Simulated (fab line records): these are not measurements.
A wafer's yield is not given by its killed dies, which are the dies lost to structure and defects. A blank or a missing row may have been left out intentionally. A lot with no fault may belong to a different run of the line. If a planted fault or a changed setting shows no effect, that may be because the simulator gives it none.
Comparing a struck lot with a sound one	flow berkeleyCmos170	23 steps out of a route of 331
Sound: these wafers, L384.1, L384.2, L384.3. Struck: wafers L391.1, L391.4, L391.5. The cause is given at the end.
For every step that has rows: the tool of each side, followed by ch and its chambers, followed by its first start. Under that, the readings that differ: sound wafers	struck wafers	difference of the means	sigmas: that difference in standard deviations of wafers without a fault.
alike: words and numbers the same on both sides, and readings whose means are apart by under 2 such deviations; not compared: readings that were withheld, readings missing a value for some wafer, numbers with overlapping values and no deviation given by the record, and bounds like >300 which may hide the same value.
The two part at a step that has a row with sigmas, a row that says differs or no value, or rows on one side only. When numbers do not overlap yet have no deviation, they are printed without sigmas and do not part them. A reading that every wafer of one side lacks parts them only if that side has two wafers or more.

UCB170_V2_STRIP_15: strips in O2.
  sound on plasmaAsher-03 ch 0,1, day 9 12:25; struck on plasmaAsher-03 ch 0,1, day 10 15:29
  alike: drypumpMotorCurrentA, oesProductAu, stripTimeToEndpointS
  not compared: rfHoursCounterH
UCB170_V2_CD_MEAS_90 targets a cd of 700 nm.
  sound: cdSem-02 at day 9 12:31; struck: cdSem-02 at day 10 15:35
  alike: cdNm
then, 1 step without rows for these wafers: UCB170_M3_PRE_CLEAN_00 (preclean etch time 60 s).
UCB170_M3_SPUTTER_01: material Al, target thk 900 nm, time 120 s.
  sound: pvdSputter-01 at day 9 12:43; struck: pvdSputter-02 at day 10 15:46
  alike: throttleValvePct
UCB170_M3_RS_MEAS_02: measurement is done with a four-point probe.
  sound: filmMetro-01 at day 9 12:47; struck: filmMetro-03 at day 10 15:51
  alike: M3_AL_RS
UCB170_M3_THK_MEAS_03: measures by xrf.
  sound: filmMetro-01 at day 9 12:55; struck: filmMetro-03 at day 10 15:58
  alike: M3_AL_THK
then, 3 steps without rows for these wafers: UCB170_M3_HMDS_04 (prime time 60 s); UCB170_M3_COAT_05 (resist thk 900 nm); UCB170_M3_SOFTBAKE_06 (time 60 s).
UCB170_M3_STRIP_07: strips in O2.
  sound on plasmaAsher-02 ch 0,1, day 9 13:47; struck on plasmaAsher-02 ch 0, day 10 16:29
  alike: drypumpMotorCurrentA, oesProductAu, stripTimeToEndpointS
  not compared: rfHoursCounterH
then, 2 steps without rows for these wafers: UCB170_M3_STRIP_08 (strips KrF in DMSO, time 600 s); UCB170_M3_COAT_09.
UCB170_M3_COAT_10: resist thk 900 nm.
  sound on lithoTrack-04 ch 0, day 9 14:00; struck on lithoTrack-04 ch 0, day 10 18:00
reading	sound	struck	difference	sigmas
model.KrF_of_M3_COAT_10.thkNm (nm)	902.2 903.8 902.4	947.2 947.7 943.9	+43.5	
then, 4 steps without rows for these wafers: UCB170_M3_SOFTBAKE_11 (time 60 s); UCB170_M3_EXPOSE_12 (exposes mask METAL3, target cd 700 nm); UCB170_M3_PEB_13; UCB170_M3_DEVELOP_14 (develop time 45 s).
UCB170_M3_CD_MEAS_15 targets a cd of 700 nm.
  sound: cdSem-01 at day 9 15:11; struck: cdSem-01 at day 10 19:46
reading	sound	struck	difference	sigmas
cdNm (nm)	699.5 699.6 700.3	702.6 703.4 703.7	+3.4	+2
UCB170_M3_OVL_MEAS_16:
  sound: overlay-02 at day 9 15:19; struck: overlay-02 at day 10 19:53
  alike: M3_OVL
UCB170_M3_ETCH_17: etches BARC in N2/H2.
  sound on rieDiel-01 ch 0,1,3, day 9 15:21; struck on rieDiel-04 ch 1,2,3, day 10 19:55
  alike: drypumpMotorCurrentA, oesProductAu, rfFwdPowerW, throttleValvePct
UCB170_M3_METAL_ETCH_18: etches Al in Cl2/BCl3, stops on SiO2, target depth 1170 nm, time 195 s.
  sound on rieMetal-01 ch 0,1, day 9 15:23; struck on rieMetal-02 ch 0,1, day 10 19:58
  alike: drypumpMotorCurrentA, oesProductAu, rfFwdPowerW, throttleValvePct
  not compared: rfHoursCounterH, model.KrF_of_M3_COAT_10.thkNm
UCB170_M3_STRIP_19: strips in O2.
  sound on plasmaAsher-01 ch 0,1, day 9 15:35; struck on plasmaAsher-02 ch 1, day 10 20:13
  alike: drypumpMotorCurrentA, oesProductAu
  not compared: rfHoursCounterH
UCB170_M3_PROBE_99:
  only the struck wafers here have rows in the record (prober-01, day 10 20:33); the sound ones have none

== WHERE THEY PART ==
At UCB170_M3_CD_MEAS_15 first; at UCB170_M3_PROBE_99 last (within this record only).

WHY: whatever the simulator had introduced
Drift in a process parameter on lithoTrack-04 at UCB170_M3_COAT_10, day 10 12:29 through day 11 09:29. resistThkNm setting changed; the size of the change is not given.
